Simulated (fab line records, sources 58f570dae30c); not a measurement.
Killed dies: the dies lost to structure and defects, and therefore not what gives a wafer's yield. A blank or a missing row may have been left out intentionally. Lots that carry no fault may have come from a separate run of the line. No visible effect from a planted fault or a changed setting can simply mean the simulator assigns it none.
Problem report in the 8D (eight disciplines) form, filled by code / flow berkeley cmos170 / the parts of the form that need people (team, actions taken, sign-off) are left out

## 1. WHAT IS WRONG
Wafers free of any fault read 220.4 nm (standard deviation 2.3) for ACTIVE_NITRIDE_THK at UCB170_ACTIVE_THK_MEAS_06, against a mean of 68.6 nm on 6 wafers of 2 lots. Measured from the usual mean, that is -66 standard deviations.
First seen on wafer L174.1, day 5 14:54, on film metro-04. At this step, 42 wafers from 14 lots have a number in the record. By rule, "out" or "out of limits" means more than 4 standard deviations away from the usual mean. All remaining wafers that have a number are taken as sound.

## 2. WHAT THIS IS AND IS NOT
question=which readings at this step | is=ACTIVE_NITRIDE_THK | is not=-
question=which lots | is=L174, L175 | is not=L168, L169, L170, L171, L173, L176, L177, L178, L181, L188, L189, L190
question=which wafers of those lots | is=all that have a number | is not=-
question=read on which gauges | is=film metro-01, film metro-04 | is not=film metro-03
question=when | is=from day 5 14:54 | is not=up to then (15 sound wafers); but 21 sound wafers of L176, L177, L178, L181, L188, L189, L190 came after

## 3. SUSPECTS, AND WHAT RULES EACH OUT
Counting: a tool at a process step up to the reading stays a suspect if it ran every lot that is out and no sound lot after the first of them.
- ruled out: the gauge at UCB170_ACTIVE_THK_MEAS_06. 2 gauges (film metro-01, film metro-04) read the wafers that are out.
- lpcvd-02 at UCB170_ACTIVE_CVD_05 (deposits Si3N4 from SiH2Cl2/NH3, target thk 220 nm, time 3300 s): ruled out as a lasting fault. Following L174 (day 5 12:59), the first lot on it that is out, the sound lots L188, L189, L190 were run on it.
Left after counting: nothing in the record.

## 4. THE CAUSE (what the simulator had put in)
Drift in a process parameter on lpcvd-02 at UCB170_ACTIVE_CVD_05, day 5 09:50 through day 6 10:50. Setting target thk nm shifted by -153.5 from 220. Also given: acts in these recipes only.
The count ruled it out by mistake, since the rule takes a fault to strike every lot its tool runs from the start of the fault on, and this one did not do so.

## 5. SEQUENCE OF EFFECTS, ordered by route
Each row: a reading whose mean over the struck wafers that have a number lies more than 3 standard deviations from the usual. Only readings whose record carries a usual standard deviation are examined. hours: median over the lots of the time between each lot's start at the first step of this table that gives one and its start at this step. sigmas: the change, counted in usual standard deviations.
hours=0; step=UCB170_ACTIVE_THK_MEAS_06; reading=ACTIVE_NITRIDE_THK; usual=220.4 nm; on struck wafers=68.6; change=-151.8; sigmas=-66
hours=1; step=UCB170_ACTIVE_ETCH_15; reading=oes product au; usual=0.940 a.u.; on struck wafers=0.555; change=-0.384; sigmas=-30
Here are the process steps it includes:
- UCB170_ACTIVE_ETCH_15: etches Si3N4 in CH3F/Ar/O2, stops on SiO2, target depth 242 nm, time 151 s.
At these later measuring or inspecting steps, every struck wafer for which the step has a row has a number for every such reading, and none has moved that far: UCB170_FIELD_THK_MEAS_90.

## 6. HOW IT WOULD HAVE BEEN CAUGHT EARLIER
In this record the first reading out of limits at a measuring or inspecting step was taken at day 5 14:54, 5 hours after the fault began at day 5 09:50.
